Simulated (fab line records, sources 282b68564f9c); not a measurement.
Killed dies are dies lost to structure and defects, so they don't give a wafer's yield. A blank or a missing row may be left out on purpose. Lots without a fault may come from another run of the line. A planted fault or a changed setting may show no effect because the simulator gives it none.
fab line records | flow rit_cmos
record lots=6 wafers=18 last_day=7
route steps=202 shown PWELL@49 WELLDRIVE@50 NWELL@51 NRETRO@53 M1@202
lots that met no fault: from a run of the same line without faults
start_h: hours from the record's first day to the start of the lot's first wafer shown | wait_h: hours since the lot's step before | " the same as in the row above | L1.1+2: a row that stands for several wafers | - no value, or no start given | * or withheld: withheld | < > ~ a bound
route shown NAME@n: a module of which the file shows steps, and the number in the route of the first | usual: mean/standard deviation of fault-free wafers | same: alike in all rows | chamber/n: place in a boat | sites: the reading at each site | _std_site: their standard deviation | _edge_site: outer sites' mean less inner sites' | radius_mm: how far each site lies from the wafer's centre | mask NAME#n: copy n | behind: the tool/chamber that last shaped the wafer | hold: why the lot was held/for how many hours/how that ended | device: the transistor (n, p or np) that didn't switch | end of line: the same wafers' tests at the end of the route | a step without rows: its recipe alone | killed: dies lost to structure and defects at the first sort, not the wafer's yield | map: a wafer's dies, x killed, . not, _ none there
set.NAME: the setting as run; set.NAME@STEP: as run at that earlier step | model.NAME: the simulator's own value behind a step, which no gauge read
lots at some steps of the route; a table a step, a row a wafer
services: from which hour (start_h, from the record's first day; less than 0 if before it) a tool's chamber was out of use, for how many hours, and why
## steps
# step RIT_PWELL_TW_MEAS_10
# usual PWELL_TW=951/5.2
# columns lot.wafer tool chamber start_h wait_h PWELL_TW
L960.1 film_metro-01 - 24.12 0.1 949
L960.3 " - " " 951
L960.6 " - " " 951
L967.1 film_metro-04 - 59.89 0.1 938
L967.3 " - " " 944
L967.4 " - " " 939
L968.2 film_metro-04 - 65.83 0.1 942
L968.3 " - " " 943
L968.5 " - " " 945
L979.2 film_metro-01 - 120.74 0.1 950
L979.3 " - " " 950
L979.5 " - " " 952
L981.3 film_metro-04 - 128.64 0.1 959
L981.5 " - " " 957
L981.6 " - " " 956
L982.1 film_metro-04 - 134.54 0.1 960
L982.3 " - " " 952
L982.6 " - " " 954
# step RIT_WELLDRIVE_ANNEAL_00
# recipe temp_c=1100 time_s=14700 ambient=N2
# step RIT_WELLDRIVE_RS_MEAS_01
# recipe thk_meas_gauge=four-point-probe
# usual NWELL_RS=275.6/1
# columns lot.wafer tool chamber start_h wait_h NWELL_RS[ohm/sq]
L960.1 film_metro-04 - 29.26 0.0 274.7
L960.3 " - " " 274.5
L960.6 " - " " 275.5
L967.1 film_metro-01 - 66.63 0.0 276.4
L967.3 " - " " 276.3
L967.4 " - " " 275.5
L968.2 film_metro-01 - 70.99 0.0 276.3
L968.3 " - " " 276.7
L968.5 " - " " 276.9
L979.2 film_metro-02 - 126.27 0.0 274.1
L979.3 " - " " 275.2
L979.5 " - " " 274.3
L981.3 film_metro-04 - 133.81 0.0 276.5
L981.5 " - " " 275.5
L981.6 " - " " 276.3
L982.1 film_metro-01 - 139.68 0.0 276.2
L982.3 " - " " 277.3
L982.6 " - " " 277.1
# step RIT_WELLDRIVE_RS_MEAS_02
# recipe thk_meas_gauge=four-point-probe
# usual PWELL_RS=429.6/1.4
# columns lot.wafer tool chamber start_h wait_h PWELL_RS[ohm/sq]
L960.1 film_metro-04 - 29.38 0.1 429.8
L960.3 " - " " 429.7
L960.6 " - " " 429.0
L967.1 film_metro-01 - 66.75 0.1 430.1
L967.3 " - " " 429.3
L967.4 " - " " 429.4
L968.2 film_metro-01 - 71.11 0.1 429.4
L968.3 " - " " 428.9
L968.5 " - " " 429.0
L979.2 film_metro-02 - 126.39 0.1 429.2
L979.3 " - " " 428.1
L979.5 " - " " 429.4
L981.3 film_metro-04 - 133.93 0.1 429.6
L981.5 " - " " 430.3
L981.6 " - " " 430.8
L982.1 film_metro-01 - 139.80 0.1 429.6
L982.3 " - " " 428.4
L982.6 " - " " 429.1
# step RIT_NRETRO_HMDS_00
# recipe prime_time_s=60 prime_temp_c=140
# step RIT_NRETRO_COAT_01
# recipe resist=NOVOLAK spin_rpm=2000 resist_thk_nm=1300
# step RIT_NRETRO_SOFTBAKE_02
# recipe resist=NOVOLAK temp_c=90 time_s=60
# step RIT_NRETRO_EXPOSE_03
# recipe mask_id=M4 na=0.57 target_cd_nm=43900 dose_mj=250
# step RIT_NRETRO_PEB_04
# recipe resist=NOVOLAK temp_c=withheld time_s=withheld
# step RIT_NRETRO_DEVELOP_05
# recipe resist=NOVOLAK develop_time_s=68 dev_temp_c=23
# step RIT_NRETRO_OVL_MEAS_06
# usual NRETRO_OVL=-1.0/1.4
# columns lot.wafer tool chamber start_h wait_h NRETRO_OVL[nm]
L960.1 overlay-01 - 30.50 - -1.9
L960.3 " - " " -2.6
L960.6 " - " " -0.9
L967.1 overlay-02 - 67.75 - -2.1
L967.3 " - " " -0.9
L967.4 " - " " -1.1
L968.2 overlay-02 - 72.09 - -2.2
L968.3 " - " " -2.9
L968.5 " - " " -3.2
L979.2 overlay-01 - 127.38 - -1.3
L979.3 " - " " -0.2
L979.5 " - " " 0.5
L981.3 overlay-01 - 134.99 - 0.8
L981.5 " - " " 0.4
L981.6 " - " " 0.3
L982.1 overlay-02 - 140.80 - -1.8
L982.3 " - " " -4.2
L982.6 " - " " -1.4
# step RIT_NRETRO_HARDBAKE_07
# recipe resist=NOVOLAK temp_c=140 time_s=120
# step RIT_NRETRO_IMPLANT_08
# recipe species=P energy_kev=70 dose_cm2=1e+13 tilt_deg=7
# usual beam_energy_keV=70.000/0.02 faraday_current_uA=31.7/0.6
# columns lot.wafer tool chamber start_h wait_h beam_energy_keV faraday_current_uA model.implant.rp_nm model.implant.drp_nm
L960.1 implanter-02 0 31.00 0.2 69.993 31.8 85.02 33.94
L960.3 " 0 " " 70.002 31.4 85.02 33.94
L960.6 " 0 " " 69.996 31.2 85.02 33.94
L967.1 implanter-01 0 68.03 0.2 94.498 32.0 121.8 43.45
L967.3 " 0 " " 94.517 31.5 121.8 43.45
L967.4 " 0 " " 94.502 32.5 121.8 43.45
L968.2 implanter-01 0 72.40 0.2 94.499 31.6 118.9 43.45
L968.3 " 0 " " 94.491 31.0 118.9 43.45
L968.5 " 0 " " 94.480 31.9 118.9 43.45
L979.2 implanter-04 0 127.68 0.2 70.010 31.9 85.24 33.94
L979.3 " 0 " " 69.996 31.5 85.24 33.94
L979.5 " 0 " " 69.993 31.9 85.24 33.94
L981.3 implanter-04 0 135.35 0.2 70.028 31.9 85.34 33.94
L981.5 " 0 " " 70.018 31.8 85.34 33.94
L981.6 " 0 " " 69.986 31.5 85.34 33.94
L982.1 implanter-01 0 141.09 0.2 70.013 32.0 84.15 33.94
L982.3 " 0 " " 69.976 30.7 84.15 33.94
L982.6 " 0 " " 70.002 31.1 84.15 33.94
# step RIT_NRETRO_STRIP_09
# recipe chemistry=O2 time_s=180 resist=NOVOLAK platen_temp_c=withheld power_w=500 pressure_mtorr=4000 o2_flow_sccm=4000
# usual drypump_motor_current_A=5.4/0.44
# columns lot.wafer tool chamber start_h wait_h drypump_motor_current_A rf_hours_counter_h
L960.1 plasma_asher-01 0 31.15 0.1 5.8 36
L960.3 " 1 " " 4.8 -
L960.6 " 1 " " 4.8 -
L967.1 plasma_asher-01 1 68.18 0.1 4.8 39
L967.3 " 1 " " 4.8 -
L967.4 " 0 " " 5.8 -
L968.2 plasma_asher-03 1 72.52 0.1 6.1 45
L968.3 " 0 " " 5.3 -
L968.5 " 0 " " 5.2 -
L979.2 plasma_asher-03 1 127.81 0.1 6.0 1
L979.3 " 1 " " 6.1 -
L979.5 " 0 " " 5.2 -
L981.3 plasma_asher-02 0 135.51 0.1 5.3 -
L981.5 " 0 " " 5.3 -
L981.6 " 1 " " 5.1 -
L982.1 plasma_asher-03 1 141.24 0.1 6.1 2
L982.3 " 1 " " 6.1 -
L982.6 " 1 " " 6.1 -
# step RIT_NRETRO_TW_MEAS_10
# usual NRETRO_TW=1051/4.2
# columns lot.wafer tool chamber start_h wait_h hold NRETRO_TW
L960.1 film_metro-01 - 31.33 0.1 - 1057
L960.3 " - " " - 1050
L960.6 " - " " - 1059
L967.1 film_metro-02 - 68.36 0.1 await_dispo/0.2h/release 1130
L967.3 " - " " await_dispo/0.2h/release 1137
L967.4 " - " " await_dispo/0.2h/release 1132
L967.1 film_metro-02 - 68.58 0.2 - 1129
L967.3 " - " " - 1131
L967.4 " - " " - 1133
L968.2 film_metro-03 - 72.71 0.1 await_dispo/0.2h/release 1127
L968.3 " - " " await_dispo/0.2h/release 1128
L968.5 " - " " await_dispo/0.2h/release 1131
L968.2 film_metro-03 - 72.93 0.2 - 1136
L968.3 " - " " - 1127
L968.5 " - " " - 1134
L979.2 film_metro-03 - 127.99 0.1 - 1042
L979.3 " - " " - 1050
L979.5 " - " " - 1051
L981.3 film_metro-01 - 135.64 0.1 - 1053
L981.5 " - " " - 1053
L981.6 " - " " - 1056
L982.1 film_metro-02 - 141.41 0.1 - 1044
L982.3 " - " " - 1041
L982.6 " - " " - 1041
# step RIT_M1_PROBE_99
# usual killed_at_contacts=0.1/0.3 killed_at_front_end=7/3.3 killed_dies=7/3.3 killed_open=3.8/2.3 killed_short=3.5/2.1
# same gross_dies=264 killed_at_M0_to_M3=0 killed_at_M4_up=0 killed_at_back_side=0 killed_at_other=0
# columns lot.wafer tool chamber start_h wait_h killed_at_contacts killed_at_front_end killed_dies killed_open killed_short
L967.1 prober-01 - 105.51 0.1 1 4 5 2 3
L967.3 prober-01 - 105.61 0.2 0 2 2 1 1
L967.4 prober-01 - 105.66 0.2 0 3 3 2 1
# killed by level:class
L967.1 FOX1:geometric_particle:short=1 GATE:geometric_particle:short=1 SILICIDE:geometric_particle:short=1 SILICIDE:geometric_particle:open=1 CONTACT:geometric_particle:open=1
L967.3 FOX1:geometric_particle:short=1 SILICIDE:geometric_particle:open=1
L967.4 SPACER:geometric_particle:open=1 SPACER:geometric_particle:short=1 SILICIDE:geometric_particle:open=1
## services
# columns tool chamber start_h hours kind
implanter-01 - 12.98 2.7 pm
plasma_asher-01 - 14.56 3.2 repair
implanter-02 - 64.13 5.5 pm
plasma_asher-03 - 86.96 2.8 repair
plasma_asher-03 - 108.75 9.0 pm
plasma_asher-03 0 108.75 9.0 vent_cycle
plasma_asher-03 1 108.75 9.0 vent_cycle
plasma_asher-03 0 117.75 - clean
plasma_asher-03 1 117.75 - clean
implanter-01 - 134.04 2.3 repair
## key
first_sign step=RIT_NRETRO_IMPLANT_08 reading=beam_energy_keV direction=up sigmas=99+ usual=70.000 struck=94.498
effect step=RIT_NRETRO_TW_MEAS_10 reading=visit direction=added
effect step=RIT_NRETRO_TW_MEAS_10 reading=NRETRO_TW direction=up sigmas=19 usual=1051 struck=1131
model_effect step=RIT_NRETRO_IMPLANT_08 value=implant.rp_nm without=88.17 struck=120.3
met_at RIT_NRETRO_IMPLANT_08
struck_wafers L967.1,L967.3,L967.4,L968.2,L968.3,L968.5
tester_left_out L967,L968
fault kind=process_parameter_drift tool=implanter-01 chamber=- onset_h=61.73 steps=RIT_NRETRO_IMPLANT_08 channel=energy_kev offset=24.5 shape=step end_h=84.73 acts_in=these_recipes_only stated=70
# tester_left_out: of these lots the tester's yield and bins aren't shown, on N5 and GAA mostly nor the transistor test; their killed dies are dies lost to structure and defects alone, not to doping, threshold or leakage, so they don't give the yield
